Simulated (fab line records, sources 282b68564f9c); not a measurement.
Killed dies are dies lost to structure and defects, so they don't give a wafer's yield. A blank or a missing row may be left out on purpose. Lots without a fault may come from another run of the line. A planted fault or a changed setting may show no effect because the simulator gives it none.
Which tool did it? | flow rit_cmos | 16 lots, 48 wafers sampled, at 5 steps of a route of 202

WHAT THE GAUGES READ, wafer by wafer
RIT_ACTIVE_THK_MEAS_02.
lot  | measured    | on            | ACTIVE_OXIDE_THK (nm)
L584 | day 1 12:03 | film_metro-01 | 45.0 45.7 45.1
L585 | day 1 17:14 | film_metro-02 | 44.6 43.9 44.7
L587 | day 2 03:03 | film_metro-04 | 46.7 47.8 47.1
L589 | day 2 13:19 | film_metro-01 | 45.1 45.5 45.4
L590 | day 2 18:03 | film_metro-04 | 46.4 46.6 46.0
L591 | day 2 23:03 | film_metro-04 | 45.5 45.9 46.6
L592 | day 3 04:03 | film_metro-02 | 46.7 46.3 46.4
L593 | day 3 09:04 | film_metro-01 | 46.1 47.1 45.9
L594 | day 3 14:03 | film_metro-04 | 45.5 44.9 45.5
L595 | day 3 19:04 | film_metro-02 | 47.2 47.6 46.8
L598 | day 4 10:03 | film_metro-02 | 46.5 46.2 46.4
L599 | day 4 15:03 | film_metro-02 | 46.0 45.1 46.4
L602 | day 5 06:03 | film_metro-02 | 46.2 46.7 45.8
L603 | day 5 11:04 | film_metro-04 | 46.1 46.2 45.9
L604 | day 5 18:40 | film_metro-02 | 47.2 45.9 46.6
L605 | day 5 22:29 | film_metro-04 | 46.7 46.6 46.3

RIT_WELLDRIVE_RS_MEAS_02: measures by four-point-probe.
lot  | measured    | on            | PWELL_RS (ohm/sq)
L584 | day 2 05:51 | film_metro-04 | 429.2 429.1 428.4
L585 | day 2 11:14 | film_metro-03 | 430.0 429.7 430.8
L587 | day 2 18:56 | film_metro-03 | 431.8 430.3 430.5
L589 | day 3 07:12 | film_metro-03 | 427.9 430.4 430.0
L590 | day 3 10:54 | film_metro-02 | 431.1 432.1 431.2
L591 | day 3 15:58 | film_metro-03 | 428.3 426.5 426.9
L592 | day 3 20:34 | film_metro-03 | 428.9 429.9 428.7
L593 | day 4 02:14 | film_metro-04 | 429.9 430.0 429.9
L594 | day 4 07:02 | film_metro-03 | 430.4 430.3 429.9
L595 | day 4 11:32 | film_metro-02 | 431.8 431.5 431.2
L598 | day 5 02:31 | film_metro-04 | 429.8 429.1 430.2
L599 | day 5 07:09 | film_metro-03 | 427.5 429.3 428.1
L602 | day 6 01:41 | film_metro-02 | 432.1 431.2 430.7
L603 | day 6 06:58 | film_metro-02 | 429.0 427.4 427.9
L604 | day 6 13:20 | film_metro-04 | 429.5 429.2 429.5
L605 | day 6 18:26 | film_metro-03 | 430.7 430.6 429.5

RIT_PRETRO_OVL_MEAS_06.
lot  | measured    | on         | PRETRO_OVL (nm)
L584 | day 2 08:37 | overlay-02 | -0.4 0.8 0.4
L585 | day 2 13:55 | overlay-02 | 0.2 -0.2 -1.0
L587 | day 2 21:43 | overlay-01 | 1.2 1.2 2.9
L589 | day 3 09:47 | overlay-01 | -0.6 1.6 0.2
L590 | day 3 13:34 | overlay-01 | 1.6 0.3 -0.5
L591 | day 3 18:31 | overlay-01 | 1.3 1.2 -0.3
L592 | day 3 23:15 | overlay-02 | 0.6 0.0 0.0
L593 | day 4 04:53 | overlay-01 | -0.2 -0.3 1.6
L594 | day 4 09:50 | overlay-01 | -1.0 1.0 -0.4
L595 | day 4 14:04 | overlay-02 | 0.2 -1.3 0.1
L598 | day 5 05:11 | overlay-01 | -0.2 0.3 -0.6
L599 | day 5 09:49 | overlay-02 | -150.7 -150.9 -150.1
L602 | day 6 04:22 | overlay-01 | -149.3 -150.3 -149.8
L603 | day 6 09:29 | overlay-02 | -151.2 -149.1 -151.9
L604 | day 6 15:53 | overlay-01 | -148.7 -150.1 -149.5
L605 | day 6 21:25 | overlay-01 | 0.4 1.4 -0.3

RIT_M1_BOW_MEAS_16.
lot  | measured    | on            | M1_BOW (um)
L584 | day 3 11:25 | film_metro-02 | 14 10 17
L585 | day 3 15:39 | film_metro-04 | 19 26 18
L587 | day 3 23:43 | film_metro-01 | 18 14 14
L589 | day 4 12:12 | film_metro-02 | 25 18 11
L590 | day 4 15:08 | film_metro-04 | 11 7 26
L591 | day 4 19:57 | film_metro-02 | 18 14 21
L592 | day 5 00:37 | film_metro-04 | 14 2 20
L593 | day 5 06:47 | film_metro-02 | 21 8 16
L594 | day 5 12:50 | film_metro-01 | 12 22 18
L595 | day 5 16:00 | film_metro-04 | 30 19 14
L598 | day 6 09:05 | film_metro-01 | 19 -5 8
L599 | day 6 12:47 | film_metro-01 | 3 14 14
L602 | day 7 09:39 | film_metro-04 | 23 24 8
L603 | day 7 13:16 | film_metro-02 | 26 18 11
L604 | day 7 17:18 | film_metro-02 | 11 5 14
L605 | day 7 22:26 | film_metro-01 | 23 15 7

WHICH TOOL RAN EACH LOT (tool, then ch and the chambers of the sampled wafers, then the start)
lot  | RIT_PRETRO_EXPOSE_03
L584 | iline_stepper-02 ch 0, day 2 08:11
L585 | iline_stepper-02 ch 0, day 2 13:29
L587 | iline_stepper-01 ch 0, day 2 21:17
L589 | iline_stepper-01 ch 0, day 3 09:22
L590 | iline_stepper-02 ch 0, day 3 13:08
L591 | iline_stepper-02 ch 0, day 3 18:05
L592 | iline_stepper-01 ch 0, day 3 22:49
L593 | iline_stepper-01 ch 0, day 4 04:29
L594 | iline_stepper-02 ch 0, day 4 09:17
L595 | iline_stepper-02 ch 0, day 4 13:39
L598 | iline_stepper-01 ch 0, day 5 04:45
L599 | iline_stepper-02 ch 0, day 5 09:23
L602 | iline_stepper-02 ch 0, day 6 03:56
L603 | iline_stepper-02 ch 0, day 6 09:05
L604 | iline_stepper-02 ch 0, day 6 15:28
L605 | iline_stepper-01 ch 0, day 6 20:55
- RIT_PRETRO_EXPOSE_03: exposes mask M5, target cd 43700 nm.

WHAT THE TOOLS THEMSELVES READ (means of the sampled wafers that have a number; where no wafer has one, the mark that the record gives instead)
RIT_PRETRO_EXPOSE_03.
lot  | tool             | exposure_dose_mJ_cm2
L584 | iline_stepper-02 | 250.04
L585 | iline_stepper-02 | 250.24
L587 | iline_stepper-01 | 250.31
L589 | iline_stepper-01 | 249.99
L590 | iline_stepper-02 | 249.96
L591 | iline_stepper-02 | 249.99
L592 | iline_stepper-01 | 250.02
L593 | iline_stepper-01 | 249.97
L594 | iline_stepper-02 | 250.24
L595 | iline_stepper-02 | 249.85
L598 | iline_stepper-01 | 250.16
L599 | iline_stepper-02 | 249.97
L602 | iline_stepper-02 | 250.26
L603 | iline_stepper-02 | 250.36
L604 | iline_stepper-02 | 249.71
L605 | iline_stepper-01 | 250.13

THE ANSWER, worked out from the rows above alone
Rule: what is usual is taken from the lots themselves. Put in order of their means at a reading, lots are off if they are a third of the lots or fewer, leave a main group of 4 or more, and stand apart from it by a gap of 3 or more times the standard deviation of the main group's means; of several such gaps the widest counts. A main group whose means are all the same, to the digits that the tables above print for the reading, isn't used. A lot without any number at a reading at which 4 lots or more have one is off too. The other lots that the step has rows for count as sound. The gauges are gone through in route order, then the tools' own readings, and for those a lot's mean is taken as printed above. The first step at which some lot is off is used, and at that step the reading that is off furthest; a lot without a number counts as furthest.
Off: L599, L602, L603, L604, at RIT_PRETRO_OVL_MEAS_06 (PRETRO_OVL). The main group: mean 0.3 nm, standard deviation 0.55.
A tool fits if, at a process step before that reading, it ran every lot that is off, and no sound lot after the first of them. The gauges at RIT_PRETRO_OVL_MEAS_06 are tried like those tools. One fits: iline_stepper-02 at RIT_PRETRO_EXPOSE_03. Its last sound lot is L595 (day 4 13:39), its first lot that is off L599 (day 5 09:23): a fault that began between those two fits.

WHAT THE SIMULATOR HAD PUT IN
Scanner matching overlay: iline_stepper-02, from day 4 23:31 on, at RIT_PRETRO_EXPOSE_03. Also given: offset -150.
Lots struck among those shown: L599, L602, L603, L604. The rule above found the same.
